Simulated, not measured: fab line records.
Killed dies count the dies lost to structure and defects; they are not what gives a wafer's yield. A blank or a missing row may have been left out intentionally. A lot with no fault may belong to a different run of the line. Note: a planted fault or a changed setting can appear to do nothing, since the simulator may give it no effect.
Which tool is to blame? || flow berkeleyCmos170 || Sampling: 14 lots, 42 wafers, 5 of 331 route steps

## WHAT THE GAUGES SHOWED, per wafer
UCB170_PSD_CD_MEAS_06 targets a cd of 1200 nm. Usual: cdNm at 1199.3 nm, with a standard deviation of 1.5.
{"lot": "L585", "measured": "day 8 00:01", "on": "cdSem-02", "cdNm (nm)": "1201.3 1200.6 1201.0", "flag": ""}
{"lot": "L589", "measured": "day 8 10:23", "on": "cdSem-01", "cdNm (nm)": "1199.6 1198.9 1197.5", "flag": ""}
{"lot": "L587", "measured": "day 8 10:35", "on": "cdSem-02", "cdNm (nm)": "1199.6 1200.3 1198.8", "flag": ""}
{"lot": "L588", "measured": "day 8 10:37", "on": "cdSem-01", "cdNm (nm)": "1200.0 1200.6 1201.1", "flag": ""}
{"lot": "L593", "measured": "day 9 08:58", "on": "cdSem-02", "cdNm (nm)": "1196.9 1198.0 1197.1", "flag": ""}
{"lot": "L592", "measured": "day 9 09:05", "on": "cdSem-02", "cdNm (nm)": "1198.1 1198.8 1198.6", "flag": ""}
{"lot": "L596", "measured": "day 9 21:06", "on": "cdSem-01", "cdNm (nm)": "1200.9 1199.5 1200.3", "flag": ""}
{"lot": "L594", "measured": "day 9 21:23", "on": "cdSem-02", "cdNm (nm)": "1197.7 1195.7 1197.8", "flag": ""}
{"lot": "L595", "measured": "day 9 21:40", "on": "cdSem-02", "cdNm (nm)": "1197.9 1198.5 1198.1", "flag": ""}
{"lot": "L597", "measured": "day 10 07:19", "on": "cdSem-01", "cdNm (nm)": "1200.9 1201.7 1201.4", "flag": ""}
{"lot": "L599", "measured": "day 10 23:54", "on": "cdSem-01", "cdNm (nm)": "1200.7 1199.6 1199.5", "flag": ""}
{"lot": "L603", "measured": "day 11 19:47", "on": "cdSem-01", "cdNm (nm)": "1199.6 1199.9 1200.1", "flag": ""}
{"lot": "L606", "measured": "day 12 02:35", "on": "cdSem-01", "cdNm (nm)": "1199.2 1199.9 1200.2", "flag": ""}
{"lot": "L607", "measured": "day 12 11:07", "on": "cdSem-01", "cdNm (nm)": "1197.5 1197.6 1197.3", "flag": ""}

UCB170_SDANNEAL_RS_MEAS_03: the measuring method here is four-point-probe. Usual: NSD_RS typically reads 37.23 ohm/sq, with standard deviation 0.092.
{"lot": "L585", "measured": "day 8 04:32", "on": "filmMetro-04", "NSD_RS (ohm/sq)": "37.39 37.37 37.33", "flag": ""}
{"lot": "L589", "measured": "day 8 14:18", "on": "filmMetro-02", "NSD_RS (ohm/sq)": "37.24 37.25 37.20", "flag": ""}
{"lot": "L587", "measured": "day 8 14:37", "on": "filmMetro-04", "NSD_RS (ohm/sq)": "36.93 37.07 37.01", "flag": ""}
{"lot": "L588", "measured": "day 8 14:58", "on": "filmMetro-01", "NSD_RS (ohm/sq)": "37.15 37.25 37.21", "flag": ""}
{"lot": "L593", "measured": "day 9 15:07", "on": "filmMetro-04", "NSD_RS (ohm/sq)": "37.22 37.34 37.38", "flag": ""}
{"lot": "L592", "measured": "day 9 14:59", "on": "filmMetro-02", "NSD_RS (ohm/sq)": "37.21 37.32 37.15", "flag": ""}
{"lot": "L596", "measured": "day 10 00:26", "on": "filmMetro-02", "NSD_RS (ohm/sq)": "37.15 37.10 37.25", "flag": ""}
{"lot": "L594", "measured": "day 10 01:00", "on": "filmMetro-04", "NSD_RS (ohm/sq)": "37.22 37.13 37.19", "flag": ""}
{"lot": "L595", "measured": "day 10 01:18", "on": "filmMetro-02", "NSD_RS (ohm/sq)": "37.37 37.29 37.30", "flag": ""}
{"lot": "L597", "measured": "day 10 10:26", "on": "filmMetro-04", "NSD_RS (ohm/sq)": "37.22 37.38 37.38", "flag": ""}
{"lot": "L599", "measured": "day 11 03:25", "on": "filmMetro-02", "NSD_RS (ohm/sq)": "37.25 37.22 37.12", "flag": ""}
{"lot": "L603", "measured": "day 12 00:13", "on": "filmMetro-04", "NSD_RS (ohm/sq)": "37.10 37.17 37.11", "flag": ""}
{"lot": "L606", "measured": "day 12 05:57", "on": "filmMetro-04", "NSD_RS (ohm/sq)": "37.16 37.26 37.18", "flag": ""}
{"lot": "L607", "measured": "day 12 15:07", "on": "filmMetro-01", "NSD_RS (ohm/sq)": "37.28 37.34 37.35", "flag": ""}

UCB170_CONTACT_THK_MEAS_02. Usual: CONTACT_PSG_THK typically reads 700 nm, with standard deviation 5.9.
{"lot": "L585", "measured": "day 8 11:29", "on": "filmMetro-02", "CONTACT_PSG_THK (nm)": "692 694 691", "flag": ""}
{"lot": "L589", "measured": "day 8 17:08", "on": "filmMetro-04", "CONTACT_PSG_THK (nm)": "702 706 708", "flag": ""}
{"lot": "L587", "measured": "day 8 18:34", "on": "filmMetro-04", "CONTACT_PSG_THK (nm)": "709 707 703", "flag": ""}
{"lot": "L588", "measured": "day 8 18:34", "on": "filmMetro-03", "CONTACT_PSG_THK (nm)": "700 700 702", "flag": ""}
{"lot": "L593", "measured": "day 9 18:26", "on": "filmMetro-03", "CONTACT_PSG_THK (nm)": "699 699 705", "flag": ""}
{"lot": "L592", "measured": "day 9 18:26", "on": "filmMetro-02", "CONTACT_PSG_THK (nm)": "719 717 716", "flag": ""}
{"lot": "L596", "measured": "day 10 03:17", "on": "filmMetro-02", "CONTACT_PSG_THK (nm)": "691 690 695", "flag": ""}
{"lot": "L594", "measured": "day 10 08:55", "on": "filmMetro-03", "CONTACT_PSG_THK (nm)": "705 700 703", "flag": ""}
{"lot": "L595", "measured": "day 10 08:56", "on": "filmMetro-02", "CONTACT_PSG_THK (nm)": "704 705 704", "flag": ""}
{"lot": "L597", "measured": "day 10 13:06", "on": "filmMetro-04", "CONTACT_PSG_THK (nm)": "697 699 703", "flag": ""}
{"lot": "L599", "measured": "day 11 06:06", "on": "filmMetro-03", "CONTACT_PSG_THK (nm)": "694 694 693", "flag": ""}
{"lot": "L603", "measured": "day 12 03:08", "on": "filmMetro-03", "CONTACT_PSG_THK (nm)": "861 858 858", "flag": "OFF"}
{"lot": "L606", "measured": "day 12 08:38", "on": "filmMetro-02", "CONTACT_PSG_THK (nm)": "859 861 863", "flag": "OFF"}
{"lot": "L607", "measured": "day 12 17:49", "on": "filmMetro-02", "CONTACT_PSG_THK (nm)": "705 702 702", "flag": ""}

## WHICH TOOL RAN EACH LOT (tool, then ch and the chambers of the sampled wafers, then the start)
{"lot": "L585", "UCB170_SDANNEAL_RTA_01": "rtpAnneal-01 ch 0, day 8 04:20", "UCB170_CONTACT_CVD_01": "lpcvd-02 ch 0, day 8 09:41"}
{"lot": "L589", "UCB170_SDANNEAL_RTA_01": "rtpAnneal-01 ch 0, day 8 14:08", "UCB170_CONTACT_CVD_01": "lpcvd-01 ch 0, day 8 15:21"}
{"lot": "L587", "UCB170_SDANNEAL_RTA_01": "rtpAnneal-02 ch 0, day 8 14:26", "UCB170_CONTACT_CVD_01": "lpcvd-02 ch 0, day 8 16:47"}
{"lot": "L588", "UCB170_SDANNEAL_RTA_01": "rtpAnneal-01 ch 0, day 8 14:47", "UCB170_CONTACT_CVD_01": "lpcvd-02 ch 1, day 8 16:47"}
{"lot": "L593", "UCB170_SDANNEAL_RTA_01": "rtpAnneal-01 ch 0, day 9 14:56", "UCB170_CONTACT_CVD_01": "lpcvd-02 ch 0, day 9 16:40"}
{"lot": "L592", "UCB170_SDANNEAL_RTA_01": "rtpAnneal-02 ch 0, day 9 14:48", "UCB170_CONTACT_CVD_01": "lpcvd-02 ch 1, day 9 16:40"}
{"lot": "L596", "UCB170_SDANNEAL_RTA_01": "rtpAnneal-02 ch 0, day 10 00:15", "UCB170_CONTACT_CVD_01": "lpcvd-02 ch 1, day 10 01:29"}
{"lot": "L594", "UCB170_SDANNEAL_RTA_01": "rtpAnneal-01 ch 0, day 10 00:26", "UCB170_CONTACT_CVD_01": "lpcvd-02 ch 1, day 10 07:07"}
{"lot": "L595", "UCB170_SDANNEAL_RTA_01": "rtpAnneal-02 ch 0, day 10 00:46", "UCB170_CONTACT_CVD_01": "lpcvd-02 ch 1, day 10 07:07"}
{"lot": "L597", "UCB170_SDANNEAL_RTA_01": "rtpAnneal-01 ch 0, day 10 10:14", "UCB170_CONTACT_CVD_01": "lpcvd-02 ch 0, day 10 11:18"}
{"lot": "L599", "UCB170_SDANNEAL_RTA_01": "rtpAnneal-01 ch 0, day 11 03:13", "UCB170_CONTACT_CVD_01": "lpcvd-02 ch 1, day 11 04:17"}
{"lot": "L603", "UCB170_SDANNEAL_RTA_01": "rtpAnneal-02 ch 0, day 11 23:59", "UCB170_CONTACT_CVD_01": "lpcvd-02 ch 1, day 12 01:21"}
{"lot": "L606", "UCB170_SDANNEAL_RTA_01": "rtpAnneal-02 ch 0, day 12 05:46", "UCB170_CONTACT_CVD_01": "lpcvd-02 ch 1, day 12 06:50"}
{"lot": "L607", "UCB170_SDANNEAL_RTA_01": "rtpAnneal-01 ch 0, day 12 14:56", "UCB170_CONTACT_CVD_01": "lpcvd-01 ch 1, day 12 16:01"}
- UCB170_SDANNEAL_RTA_01: time 5 s.
- UCB170_CONTACT_CVD_01: deposits PSG from SiH4/O2/PH3, target thk 700 nm, time 2820 s.

## AS READ BY THE TOOLS THEMSELVES (means over the sampled wafers that have a number; for cases with no such wafer, the mark the record gives instead)
UCB170_SDANNEAL_RTA_01. Usual: chamberO2Ppm 2.000, standard deviation 0.024; lampPowerPct 36.7 %, standard deviation 2.4; wafer_temp_C_max 1053.9, standard deviation 1.1.
{"lot": "L585", "tool": "rtpAnneal-01", "chamberO2Ppm": 2.004, "lampPowerPct (%)": 34.0, "wafer_temp_C_max": 1053.4, "flag": ""}
{"lot": "L589", "tool": "rtpAnneal-01", "chamberO2Ppm": 1.967, "lampPowerPct (%)": 34.1, "wafer_temp_C_max": 1053.4, "flag": ""}
{"lot": "L587", "tool": "rtpAnneal-02", "chamberO2Ppm": 1.988, "lampPowerPct (%)": 38.9, "wafer_temp_C_max": 1054.3, "flag": ""}
{"lot": "L588", "tool": "rtpAnneal-01", "chamberO2Ppm": 1.974, "lampPowerPct (%)": 34.1, "wafer_temp_C_max": 1052.8, "flag": ""}
{"lot": "L593", "tool": "rtpAnneal-01", "chamberO2Ppm": 2.006, "lampPowerPct (%)": 34.1, "wafer_temp_C_max": 1053.3, "flag": ""}
{"lot": "L592", "tool": "rtpAnneal-02", "chamberO2Ppm": 2.013, "lampPowerPct (%)": 38.9, "wafer_temp_C_max": 1055.2, "flag": ""}
{"lot": "L596", "tool": "rtpAnneal-02", "chamberO2Ppm": 2.027, "lampPowerPct (%)": 38.9, "wafer_temp_C_max": 1055.0, "flag": ""}
{"lot": "L594", "tool": "rtpAnneal-01", "chamberO2Ppm": 2.018, "lampPowerPct (%)": 34.0, "wafer_temp_C_max": 1053.2, "flag": ""}
{"lot": "L595", "tool": "rtpAnneal-02", "chamberO2Ppm": 1.999, "lampPowerPct (%)": 39.0, "wafer_temp_C_max": 1055.5, "flag": ""}
{"lot": "L597", "tool": "rtpAnneal-01", "chamberO2Ppm": 2.012, "lampPowerPct (%)": 34.1, "wafer_temp_C_max": 1053.5, "flag": ""}
{"lot": "L599", "tool": "rtpAnneal-01", "chamberO2Ppm": 1.998, "lampPowerPct (%)": 34.1, "wafer_temp_C_max": 1053.4, "flag": ""}
{"lot": "L603", "tool": "rtpAnneal-02", "chamberO2Ppm": 2.002, "lampPowerPct (%)": 38.9, "wafer_temp_C_max": 1054.2, "flag": ""}
{"lot": "L606", "tool": "rtpAnneal-02", "chamberO2Ppm": 2.036, "lampPowerPct (%)": 38.9, "wafer_temp_C_max": 1054.8, "flag": ""}
{"lot": "L607", "tool": "rtpAnneal-01", "chamberO2Ppm": 2.011, "lampPowerPct (%)": 34.1, "wafer_temp_C_max": 1052.7, "flag": ""}

UCB170_CONTACT_CVD_01. Usual: pressureMtorr 300.0 mTorr, standard deviation 0.71; spikeTcSourceC 467.8 C, standard deviation 1.4.
{"lot": "L585", "tool": "lpcvd-02", "pressureMtorr (mTorr)": 299.1, "spikeTcSourceC (C)": 469.3, "flag": ""}
{"lot": "L589", "tool": "lpcvd-01", "pressureMtorr (mTorr)": 300.8, "spikeTcSourceC (C)": 467.7, "flag": ""}
{"lot": "L587", "tool": "lpcvd-02", "pressureMtorr (mTorr)": 300.2, "spikeTcSourceC (C)": 468.8, "flag": ""}
{"lot": "L588", "tool": "lpcvd-02", "pressureMtorr (mTorr)": 300.7, "spikeTcSourceC (C)": 467.0, "flag": ""}
{"lot": "L593", "tool": "lpcvd-02", "pressureMtorr (mTorr)": 299.1, "spikeTcSourceC (C)": 469.7, "flag": ""}
{"lot": "L592", "tool": "lpcvd-02", "pressureMtorr (mTorr)": 300.2, "spikeTcSourceC (C)": 468.2, "flag": ""}
{"lot": "L596", "tool": "lpcvd-02", "pressureMtorr (mTorr)": 299.7, "spikeTcSourceC (C)": 466.8, "flag": ""}
{"lot": "L594", "tool": "lpcvd-02", "pressureMtorr (mTorr)": 300.2, "spikeTcSourceC (C)": 466.2, "flag": ""}
{"lot": "L595", "tool": "lpcvd-02", "pressureMtorr (mTorr)": 299.1, "spikeTcSourceC (C)": 467.0, "flag": ""}
{"lot": "L597", "tool": "lpcvd-02", "pressureMtorr (mTorr)": 300.6, "spikeTcSourceC (C)": 468.8, "flag": ""}
{"lot": "L599", "tool": "lpcvd-02", "pressureMtorr (mTorr)": 300.2, "spikeTcSourceC (C)": 467.4, "flag": ""}
{"lot": "L603", "tool": "lpcvd-02", "pressureMtorr (mTorr)": 450.3, "spikeTcSourceC (C)": 468.6, "flag": "OFF"}
{"lot": "L606", "tool": "lpcvd-02", "pressureMtorr (mTorr)": 449.8, "spikeTcSourceC (C)": 467.5, "flag": "OFF"}
{"lot": "L607", "tool": "lpcvd-01", "pressureMtorr (mTorr)": 300.7, "spikeTcSourceC (C)": 467.1, "flag": ""}

## THE ANSWER, worked out from the rows above alone
Rule: a lot is off if the mean of its wafers that have a number lies more than 3 standard deviations from the usual mean. A lot without any number at a reading at which 4 lots or more have one is off too. All remaining lots with rows at the step are treated as sound. First the gauges in route order, then the tools' own readings, where a lot's mean is used as printed above. The first step at which some lot is off is used, and at that step the reading that is off furthest; a lot without a number counts as furthest.
Off: L603, L606, seen at UCB170_CONTACT_THK_MEAS_02 (CONTACT_PSG_THK).
If a tool, at a process step before that reading, ran all the lots that are off and no sound lot after the first of them, it fits. The gauges at UCB170_CONTACT_THK_MEAS_02 aren't tried: what is off there is off at UCB170_CONTACT_CVD_01 too, on other tools, and a gauge's error can't cause that. 2 tools fit, rtpAnneal-02 at UCB170_SDANNEAL_RTA_01 and lpcvd-02 at UCB170_CONTACT_CVD_01, so this cannot tell which one it is.

## WHAT HAD BEEN PUT IN BY THE SIMULATOR
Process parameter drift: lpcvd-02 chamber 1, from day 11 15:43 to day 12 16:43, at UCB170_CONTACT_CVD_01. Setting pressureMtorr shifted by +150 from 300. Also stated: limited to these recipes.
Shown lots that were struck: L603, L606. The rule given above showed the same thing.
